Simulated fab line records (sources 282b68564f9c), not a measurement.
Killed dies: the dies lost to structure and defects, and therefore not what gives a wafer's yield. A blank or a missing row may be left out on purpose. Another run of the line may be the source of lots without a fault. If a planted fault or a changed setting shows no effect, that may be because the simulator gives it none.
fab line records || flow ritCmos
record: {"lots": 15, "wafers": 45, "lastDay": 7}
route steps=202 shown ACTIVE@2
lots untouched by any fault: they come from a run of this same line in which no faults occurred
startH: hours from the record's first day to the start of the lot's first wafer shown || waitH: hours since the lot's step before || " identical to the entry in the row above || L1.1+2: a row that stands for several wafers || - value missing, or start not given || * or withheld: withheld || < > ~ a bound
route shown NAME@n: NAME is a module with steps in the file, n the number in the route of the first one || usual: mean/standard deviation taken from wafers without a fault || same: alike in all rows || chamber/n: place in a boat || sites: per-site readings || _std_site: the values' standard deviation || _edge_site: inner sites' mean taken away from outer sites' mean || radiusMm: for every site, how far away it sits from the centre of the wafer || mask NAME#n: copy n || behind: tool/chamber where the wafer was last shaped || hold: why the lot went on hold/how many hours it stayed there/how the hold came to an end || device: the n, p or np transistor that did not switch || end of line: tests of these same wafers at the route's end || step lacking rows: just its recipe || killed: the dies lost at the first sort to structure and to defects; this is not the yield of the wafer || map: shows each die of a wafer: x if killed, . if not, _ if none is there
set.NAME: setting as actually run; set.NAME@STEP: the setting as run at that earlier step || model.NAME: the simulator's own value behind a step, which no gauge read
one table for each step of the route and one row for each wafer, over a sample of lots
services: a tool's chamber out of use, with start hour (startH, from the record's first day; less than 0 if before it), hours out, and reason
== steps ==
step: RIT_ACTIVE_OXIDATION_01
recipe: {"tempC": 994.5, "ambient": "O2", "targetThkA": 468, "oxTimeS": 3360}
usual: {"oxTempC": "994.5/0.46", "oxTempCMax": "997.6/0.63", "oxTimeS": "3360/0", "zonePowerCentrePct": "47.4/2.6", "zonePowerLoadPct": "36/3.4"}
{"lot.wafer": "L336.2", "tool": "furnace-04", "chamber": 0, "startH": 20.93, "waitH": 0.9, "oxTempC": 995.3, "oxTempCMax": 998.3, "oxTimeS": 3360, "zonePowerCentrePct": 47.2, "zonePowerLoadPct": 40}
{"lot.wafer": "L336.3", "tool": "furnace-04", "chamber": 0, "startH": 20.93, "waitH": 0.9, "oxTempC": 994.3, "oxTempCMax": 996.7, "oxTimeS": 3360, "zonePowerCentrePct": 46.2, "zonePowerLoadPct": 41}
{"lot.wafer": "L336.5", "tool": "furnace-04", "chamber": 0, "startH": 20.93, "waitH": 0.9, "oxTempC": 994.2, "oxTempCMax": 997.6, "oxTimeS": 3360, "zonePowerCentrePct": 46.7, "zonePowerLoadPct": 40}
{"lot.wafer": "L338.2", "tool": "furnace-04", "chamber": 0, "startH": 30.12, "waitH": 0.1, "oxTempC": 994.4, "oxTempCMax": 997.1, "oxTimeS": 3360, "zonePowerCentrePct": 46.4, "zonePowerLoadPct": 40}
{"lot.wafer": "L338.4", "tool": "furnace-04", "chamber": 0, "startH": 30.12, "waitH": 0.1, "oxTempC": 994.1, "oxTempCMax": 998.1, "oxTimeS": 3360, "zonePowerCentrePct": 47.4, "zonePowerLoadPct": 40}
{"lot.wafer": "L338.6", "tool": "furnace-04", "chamber": 0, "startH": 30.12, "waitH": 0.1, "oxTempC": 993.9, "oxTempCMax": 997.2, "oxTimeS": 3360, "zonePowerCentrePct": 46.4, "zonePowerLoadPct": 40}
{"lot.wafer": "L339.1", "tool": "furnace-01", "chamber": 0, "startH": 38.81, "waitH": 3.8, "oxTempC": 993.8, "oxTempCMax": 997.2, "oxTimeS": 3360, "zonePowerCentrePct": 45.2, "zonePowerLoadPct": 36}
{"lot.wafer": "L339.2", "tool": "furnace-01", "chamber": 0, "startH": 38.81, "waitH": 3.8, "oxTempC": 994.7, "oxTempCMax": 997.1, "oxTimeS": 3360, "zonePowerCentrePct": 44.9, "zonePowerLoadPct": 36}
{"lot.wafer": "L339.3", "tool": "furnace-01", "chamber": 0, "startH": 38.81, "waitH": 3.8, "oxTempC": 994.3, "oxTempCMax": 998.0, "oxTimeS": 3360, "zonePowerCentrePct": 45.1, "zonePowerLoadPct": 37}
{"lot.wafer": "L344.4", "tool": "furnace-01", "chamber": "-", "startH": 60.38, "waitH": 0.3, "oxTempC": "-", "oxTempCMax": "-", "oxTimeS": "-", "zonePowerCentrePct": "-", "zonePowerLoadPct": "-"}
{"lot.wafer": "L344.5", "tool": "furnace-01", "chamber": "-", "startH": 60.38, "waitH": 0.3, "oxTempC": "-", "oxTempCMax": "-", "oxTimeS": "-", "zonePowerCentrePct": "-", "zonePowerLoadPct": "-"}
{"lot.wafer": "L344.6", "tool": "furnace-01", "chamber": "-", "startH": 60.38, "waitH": 0.3, "oxTempC": "-", "oxTempCMax": "-", "oxTimeS": "-", "zonePowerCentrePct": "-", "zonePowerLoadPct": "-"}
{"lot.wafer": "L345.2", "tool": "furnace-03", "chamber": "-", "startH": 66.67, "waitH": 1.6, "oxTempC": "-", "oxTempCMax": "-", "oxTimeS": "-", "zonePowerCentrePct": "-", "zonePowerLoadPct": "-"}
{"lot.wafer": "L345.4", "tool": "furnace-03", "chamber": "-", "startH": 66.67, "waitH": 1.6, "oxTempC": "-", "oxTempCMax": "-", "oxTimeS": "-", "zonePowerCentrePct": "-", "zonePowerLoadPct": "-"}
{"lot.wafer": "L345.5", "tool": "furnace-03", "chamber": "-", "startH": 66.67, "waitH": 1.6, "oxTempC": "-", "oxTempCMax": "-", "oxTimeS": "-", "zonePowerCentrePct": "-", "zonePowerLoadPct": "-"}
{"lot.wafer": "L346.1", "tool": "furnace-03", "chamber": "-", "startH": 70.12, "waitH": 0.1, "oxTempC": "-", "oxTempCMax": "-", "oxTimeS": "-", "zonePowerCentrePct": "-", "zonePowerLoadPct": "-"}
{"lot.wafer": "L346.4", "tool": "furnace-03", "chamber": "-", "startH": 70.12, "waitH": 0.1, "oxTempC": "-", "oxTempCMax": "-", "oxTimeS": "-", "zonePowerCentrePct": "-", "zonePowerLoadPct": "-"}
{"lot.wafer": "L346.5", "tool": "furnace-03", "chamber": "-", "startH": 70.12, "waitH": 0.1, "oxTempC": "-", "oxTempCMax": "-", "oxTimeS": "-", "zonePowerCentrePct": "-", "zonePowerLoadPct": "-"}
{"lot.wafer": "L347.2", "tool": "furnace-04", "chamber": 0, "startH": 76.31, "waitH": 1.3, "oxTempC": 995.5, "oxTempCMax": 998.6, "oxTimeS": 3360, "zonePowerCentrePct": 47.9, "zonePowerLoadPct": 40}
{"lot.wafer": "L347.3", "tool": "furnace-04", "chamber": 0, "startH": 76.31, "waitH": 1.3, "oxTempC": 994.7, "oxTempCMax": 997.6, "oxTimeS": 3360, "zonePowerCentrePct": 46.1, "zonePowerLoadPct": 40}
{"lot.wafer": "L347.5", "tool": "furnace-04", "chamber": 0, "startH": 76.31, "waitH": 1.3, "oxTempC": 994.5, "oxTempCMax": 998.8, "oxTimeS": 3360, "zonePowerCentrePct": 47.0, "zonePowerLoadPct": 40}
{"lot.wafer": "L350.1", "tool": "furnace-01", "chamber": 0, "startH": 90.80, "waitH": 0.8, "oxTempC": 994.9, "oxTempCMax": 997.6, "oxTimeS": 3360, "zonePowerCentrePct": 45.5, "zonePowerLoadPct": 35}
{"lot.wafer": "L350.2", "tool": "furnace-01", "chamber": 0, "startH": 90.80, "waitH": 0.8, "oxTempC": 994.7, "oxTempCMax": 999.0, "oxTimeS": 3360, "zonePowerCentrePct": 45.7, "zonePowerLoadPct": 36}
{"lot.wafer": "L350.4", "tool": "furnace-01", "chamber": 0, "startH": 90.80, "waitH": 0.8, "oxTempC": 994.5, "oxTempCMax": 996.8, "oxTimeS": 3360, "zonePowerCentrePct": 45.0, "zonePowerLoadPct": 36}
{"lot.wafer": "L351.2", "tool": "furnace-03", "chamber": 0, "startH": 95.40, "waitH": 0.4, "oxTempC": 994.3, "oxTempCMax": 997.4, "oxTimeS": 3360, "zonePowerCentrePct": 51.5, "zonePowerLoadPct": 31}
{"lot.wafer": "L351.3", "tool": "furnace-03", "chamber": 0, "startH": 95.40, "waitH": 0.4, "oxTempC": 994.4, "oxTempCMax": 997.6, "oxTimeS": 3360, "zonePowerCentrePct": 51.3, "zonePowerLoadPct": 31}
{"lot.wafer": "L351.6", "tool": "furnace-03", "chamber": 0, "startH": 95.40, "waitH": 0.4, "oxTempC": 995.0, "oxTempCMax": 998.5, "oxTimeS": 3360, "zonePowerCentrePct": 51.3, "zonePowerLoadPct": 32}
{"lot.wafer": "L352.1", "tool": "furnace-04", "chamber": 0, "startH": 100.29, "waitH": 0.3, "oxTempC": 994.4, "oxTempCMax": 996.8, "oxTimeS": 3360, "zonePowerCentrePct": 47.4, "zonePowerLoadPct": 40}
{"lot.wafer": "L352.2", "tool": "furnace-04", "chamber": 0, "startH": 100.29, "waitH": 0.3, "oxTempC": 994.4, "oxTempCMax": 997.4, "oxTimeS": 3360, "zonePowerCentrePct": 46.2, "zonePowerLoadPct": 40}
{"lot.wafer": "L352.3", "tool": "furnace-04", "chamber": 0, "startH": 100.29, "waitH": 0.3, "oxTempC": 994.9, "oxTempCMax": 998.2, "oxTimeS": 3360, "zonePowerCentrePct": 47.7, "zonePowerLoadPct": 40}
{"lot.wafer": "L353.1", "tool": "furnace-03", "chamber": 0, "startH": 107.68, "waitH": 2.7, "oxTempC": 994.5, "oxTempCMax": 997.6, "oxTimeS": 3360, "zonePowerCentrePct": 50.3, "zonePowerLoadPct": 32}
{"lot.wafer": "L353.2", "tool": "furnace-03", "chamber": 0, "startH": 107.68, "waitH": 2.7, "oxTempC": 994.8, "oxTempCMax": 997.8, "oxTimeS": 3360, "zonePowerCentrePct": 51.7, "zonePowerLoadPct": 32}
{"lot.wafer": "L353.5", "tool": "furnace-03", "chamber": 0, "startH": 107.68, "waitH": 2.7, "oxTempC": 995.2, "oxTempCMax": 997.8, "oxTimeS": 3360, "zonePowerCentrePct": 50.3, "zonePowerLoadPct": 31}
{"lot.wafer": "L354.1", "tool": "furnace-01", "chamber": 0, "startH": 110.14, "waitH": 0.1, "oxTempC": 994.0, "oxTempCMax": 996.6, "oxTimeS": 3360, "zonePowerCentrePct": 44.8, "zonePowerLoadPct": 36}
{"lot.wafer": "L354.2", "tool": "furnace-01", "chamber": 0, "startH": 110.14, "waitH": 0.1, "oxTempC": 994.7, "oxTempCMax": 997.3, "oxTimeS": 3360, "zonePowerCentrePct": 45.5, "zonePowerLoadPct": 36}
{"lot.wafer": "L354.5", "tool": "furnace-01", "chamber": 0, "startH": 110.14, "waitH": 0.1, "oxTempC": 994.7, "oxTempCMax": 998.1, "oxTimeS": 3360, "zonePowerCentrePct": 45.1, "zonePowerLoadPct": 36}
{"lot.wafer": "L355.1", "tool": "furnace-01", "chamber": 0, "startH": 115.27, "waitH": 0.2, "oxTempC": 995.1, "oxTempCMax": 997.5, "oxTimeS": 3360, "zonePowerCentrePct": 45.0, "zonePowerLoadPct": 36}
{"lot.wafer": "L355.3", "tool": "furnace-01", "chamber": 0, "startH": 115.27, "waitH": 0.2, "oxTempC": 995.3, "oxTempCMax": 997.9, "oxTimeS": 3360, "zonePowerCentrePct": 44.7, "zonePowerLoadPct": 37}
{"lot.wafer": "L355.4", "tool": "furnace-01", "chamber": 0, "startH": 115.27, "waitH": 0.2, "oxTempC": 994.4, "oxTempCMax": 996.7, "oxTimeS": 3360, "zonePowerCentrePct": 45.1, "zonePowerLoadPct": 36}
{"lot.wafer": "L356.1", "tool": "furnace-03", "chamber": 0, "startH": 121.08, "waitH": 1.1, "oxTempC": 994.0, "oxTempCMax": 997.4, "oxTimeS": 3360, "zonePowerCentrePct": 50.7, "zonePowerLoadPct": 32}
{"lot.wafer": "L356.2", "tool": "furnace-03", "chamber": 0, "startH": 121.08, "waitH": 1.1, "oxTempC": 994.3, "oxTempCMax": 998.2, "oxTimeS": 3360, "zonePowerCentrePct": 51.7, "zonePowerLoadPct": 31}
{"lot.wafer": "L356.4", "tool": "furnace-03", "chamber": 0, "startH": 121.08, "waitH": 1.1, "oxTempC": 994.5, "oxTempCMax": 997.4, "oxTimeS": 3360, "zonePowerCentrePct": 51.1, "zonePowerLoadPct": 31}
{"lot.wafer": "L357.2", "tool": "furnace-01", "chamber": 0, "startH": 126.16, "waitH": 1.1, "oxTempC": 995.5, "oxTempCMax": 998.2, "oxTimeS": 3360, "zonePowerCentrePct": 44.2, "zonePowerLoadPct": 36}
{"lot.wafer": "L357.5", "tool": "furnace-01", "chamber": 0, "startH": 126.16, "waitH": 1.1, "oxTempC": 994.7, "oxTempCMax": 997.8, "oxTimeS": 3360, "zonePowerCentrePct": 44.9, "zonePowerLoadPct": 36}
{"lot.wafer": "L357.6", "tool": "furnace-01", "chamber": 0, "startH": 126.16, "waitH": 1.1, "oxTempC": 994.5, "oxTempCMax": 997.1, "oxTimeS": 3360, "zonePowerCentrePct": 44.3, "zonePowerLoadPct": 36}
== services ==
{"tool": "furnace-03", "chamber": "-", "startH": 35.74, "hours": 7.0, "kind": "pm"}
== key ==
firstSign: {"step": "RIT_ACTIVE_OXIDATION_01", "reading": "toolRecord", "direction": "missing"}
effect none on later readings
metAt RIT_ACTIVE_OXIDATION_01
struckLots L344,L345,L346
laterRowsLeftOut L344.4,L344.5,L344.6,L345.2,L345.4,L345.5,L346.1,L346.4,L346.5
sortLeftOut L344.4,L344.5,L344.6,L345.2,L345.4,L345.5,L346.1,L346.4,L346.5
testerLeftOut L344,L345,L346
onsetBetween 38.81 60.38
fault: {"kind": "skippedStepWhole", "tool": "furnace-01,furnace-03", "chamber": "-", "onsetH": 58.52, "steps": "RIT_ACTIVE_OXIDATION_01", "scope": "struckLotsOnly"}
testerLeftOut: of these lots the tester's yield and bins aren't shown, on N5 and GAA mostly nor the transistor test; their killed dies are dies lost to structure and defects alone, not to doping, threshold or leakage, so they don't give the yield
sortLeftOut: the simulated sort isn't trusted on such a fault, so these wafers' sort isn't shown, and their yield isn't known
laterRowsLeftOut: the simulator's readings of these wafers behind a module that went badly wrong aren't trusted and aren't shown, but for the sort
